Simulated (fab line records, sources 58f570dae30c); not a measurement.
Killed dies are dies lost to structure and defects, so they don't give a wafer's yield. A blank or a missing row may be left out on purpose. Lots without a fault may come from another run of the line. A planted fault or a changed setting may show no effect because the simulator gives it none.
Which tool did it? | flow berkeley_cmos170 | 14 lots, 42 wafers sampled, at 1 step of a route of 331

WHAT THE GAUGES READ, wafer by wafer
The record holds no reading of a measuring or inspecting step that can be judged against a usual standard deviation.

WHICH TOOL RAN EACH LOT (tool, then ch and the chambers of the sampled wafers, then the start)
lot  | UCB170_ZERO_PEB_04
L494 | litho_track-03 ch 0, day 1 20:00
L497 | litho_track-03, day 2 07:38
L498 | litho_track-01, day 2 13:29
L507 | litho_track-03 ch 0, day 4 14:37
L509 | litho_track-03 ch 0, day 4 20:36
L508 | litho_track-01 ch 0, day 4 20:45
L510 | litho_track-01 ch 0, day 5 01:51
L511 | litho_track-03 ch 0, day 5 05:40
L512 | litho_track-04 ch 0, day 5 12:43
L513 | litho_track-01 ch 0, day 5 18:12
L514 | litho_track-03 ch 0, day 5 23:37
L515 | litho_track-03 ch 0, day 6 04:28
L516 | litho_track-01 ch 0, day 6 11:26
L517 | litho_track-04 ch 0, day 6 14:03
- UCB170_ZERO_PEB_04

WHAT THE TOOLS THEMSELVES READ (means of the sampled wafers that have a number; where no wafer has one, the mark that the record gives instead)
UCB170_ZERO_PEB_04.
lot  | tool           | chill_plate_temp_C (C) | exhaust_pa (Pa)
L494 | litho_track-03 | 22.95                  | 45.4
L497 | litho_track-03 | -                      | -
L498 | litho_track-01 | -                      | -
L507 | litho_track-03 | 23.15                  | 45.8
L509 | litho_track-03 | 23.07                  | 46.2
L508 | litho_track-01 | 22.90                  | 45.2
L510 | litho_track-01 | 22.96                  | 45.3
L511 | litho_track-03 | 22.95                  | 45.2
L512 | litho_track-04 | 23.00                  | 44.8
L513 | litho_track-01 | 23.02                  | 45.9
L514 | litho_track-03 | 22.92                  | 45.1
L515 | litho_track-03 | 23.02                  | 45.8
L516 | litho_track-01 | 23.05                  | 44.3
L517 | litho_track-04 | 22.91                  | 44.9

THE ANSWER, worked out from the rows above alone
Rule: what is usual is taken from the lots themselves. Put in order of their means at a reading, lots are off if they are a third of the lots or fewer, leave a main group of 4 or more, and stand apart from it by a gap of 3 or more times the standard deviation of the main group's means; of several such gaps the widest counts. A main group whose means are all the same, to the digits that the tables above print for the reading, isn't used. A lot without any number at a reading at which 4 lots or more have one is off too. The other lots that the step has rows for count as sound. The gauges are gone through in route order, then the tools' own readings, and for those a lot's mean is taken as printed above. The first step at which some lot is off is used, and at that step the reading that is off furthest; a lot without a number counts as furthest.
Off: L497, L498, at UCB170_ZERO_PEB_04 (chill_plate_temp_C). Without a number there: L497, L498. The main group: mean 22.99 C, standard deviation 0.071.
A tool fits if, at that step or a process step before it, it ran every lot that is off, and no sound lot after the first of them. None of those tried fits.

WHAT THE SIMULATOR HAD PUT IN
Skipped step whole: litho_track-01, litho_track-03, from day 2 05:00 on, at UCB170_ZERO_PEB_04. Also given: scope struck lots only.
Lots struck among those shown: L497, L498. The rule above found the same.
